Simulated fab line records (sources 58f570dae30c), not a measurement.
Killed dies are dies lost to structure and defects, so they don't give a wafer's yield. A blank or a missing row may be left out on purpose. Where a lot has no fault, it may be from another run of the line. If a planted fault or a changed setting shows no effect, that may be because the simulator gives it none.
Split-lot study | flow berkeleyCmos170 | on a route of 331 steps: 5 lots, 23 wafers read

== THE SPLIT ==
At UCB170_M2_METAL_ETCH_18 (etches Al in Cl2/BCl3, stops on SiO2, target depth 1170 nm, time 195 s), the setting overEtchFrac was moved away from the recipe's 0.3 on 7 of the 23 wafers read, by -25.2% to -10.0%. This setting was run at the recipe's value on the other wafers.

The split's own step is where the reading is taken.

== THE READING ==
KrF_of_M2_COAT_10.thkNm (the simulator's own value, which no gauge read), in nm, at UCB170_M2_METAL_ETCH_18 (etches Al in Cl2/BCl3, stops on SiO2, target depth 1170 nm, time 195 s). The file does not state a usual value for it. The 16 wafers here that ran the recipe average 236.9 nm, standard deviation 7.5 nm.

wafer  | tool, chamber at the split | overEtchFrac as run | against the recipe | KrF_of_M2_COAT_10.thkNm, nm | against lot-mates on the recipe
L074.3 | rieMetal-04, 0             | 0.3                 | recipe             | 230                         | -
L074.4 | rieMetal-04, 1             | 0.3                 | recipe             | 248.5                       | -
L074.5 | rieMetal-04, 0             | 0.3                 | recipe             | 240.6                       | -
L076.1 | rieMetal-04, 0             | 0.3                 | recipe             | 238.2                       | -
L076.3 | rieMetal-04, 1             | 0.3                 | recipe             | 241.4                       | -
L076.4 | rieMetal-04, 0             | 0.3                 | recipe             | 234.9                       | -
L076.5 | rieMetal-04, 1             | 0.3                 | recipe             | 237.8                       | -
L076.6 | rieMetal-04, 0             | 0.3                 | recipe             | 235.4                       | -
L075.2 | rieMetal-01, 0             | 0.3                 | recipe             | 242.1                       | -
L075.3 | rieMetal-01, 0             | 0.2244              | -25.2%             | 282.9                       | +43.1
L075.4 | rieMetal-01, 1             | 0.2244              | -25.2%             | 270.6                       | +30.8
L075.5 | rieMetal-01, 1             | 0.3                 | recipe             | 231.2                       | -
L075.6 | rieMetal-01, 0             | 0.3                 | recipe             | 246.2                       | -
L078.1 | rieMetal-02, 1             | 0.27                | -10.0%             | 251.1                       | +23.6
L078.2 | rieMetal-02, 0             | 0.27                | -10.0%             | 239.9                       | +12.4
L078.3 | rieMetal-02, 1             | 0.3                 | recipe             | 236.8                       | -
L078.4 | rieMetal-02, 0             | 0.3                 | recipe             | 221.3                       | -
L078.5 | rieMetal-02, 0             | 0.3                 | recipe             | 224.5                       | -
L085.1 | rieMetal-01, 0             | 0.2665              | -11.2%             | 265.5                       | +24.6
L085.3 | rieMetal-01, 1             | 0.3                 | recipe             | 233.5                       | -
L085.4 | rieMetal-01, 0             | 0.3                 | recipe             | 248.4                       | -
L085.5 | rieMetal-01, 1             | 0.2665              | -11.2%             | 255.8                       | +14.9
L085.6 | rieMetal-01, 0             | 0.2665              | -11.2%             | 266.6                       | +25.7

FIT RESULTS
A straight line over all 23 wafers: KrF_of_M2_COAT_10.thkNm changes by -1.64 nm for each +1% of overEtchFrac; r = -0.85; the points scatter about the line by 8.2 nm.
The same after taking each lot's own level away (the mean of its wafers on the recipe; 23 wafers): -1.57 nm for each +1%; r = -0.89; scatter 6.3 nm.
According to that fit, moving overEtchFrac by its largest amount changes the reading by 40 nm.
The span of the lots' own levels, 227.53 to 240.95 nm, comes to 1.8 times the standard deviation stated above.
The two slopes agree, so the slope changes little with the lot-to-lot level.
Check: with one of the wafers moved furthest among these (-25.2%) left out of the fit, the line predicts +38.4 nm for it against its lot-mates. It came out at +43.1 nm against them.

== OTHER SPLITS ON THESE WAFERS ==
Note: prior to the reading, these wafers also went through further splits. Each is held against what the fit with the lots' levels taken away leaves over:
other split on the same wafers  | wafers away from the commonest value | r with KrF_of_M2_COAT_10.thkNm (lot level and that fit taken away)
UCB170_CONTACT_CVD_01 timeS     | 10                                   | +0.18
UCB170_CONTACT_EXPOSE_12 doseMj | 9                                    | -0.05
UCB170_M1_COAT_04 spinRpm       | 8                                    | -0.04
UCB170_M2_EXPOSE_12 doseMj      | 10                                   | +0.17

== FILE'S OWN FIT ==
KrF_of_M2_COAT_10.thkNm changes by -1.57 nm for each +1% of overEtchFrac, r = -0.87.
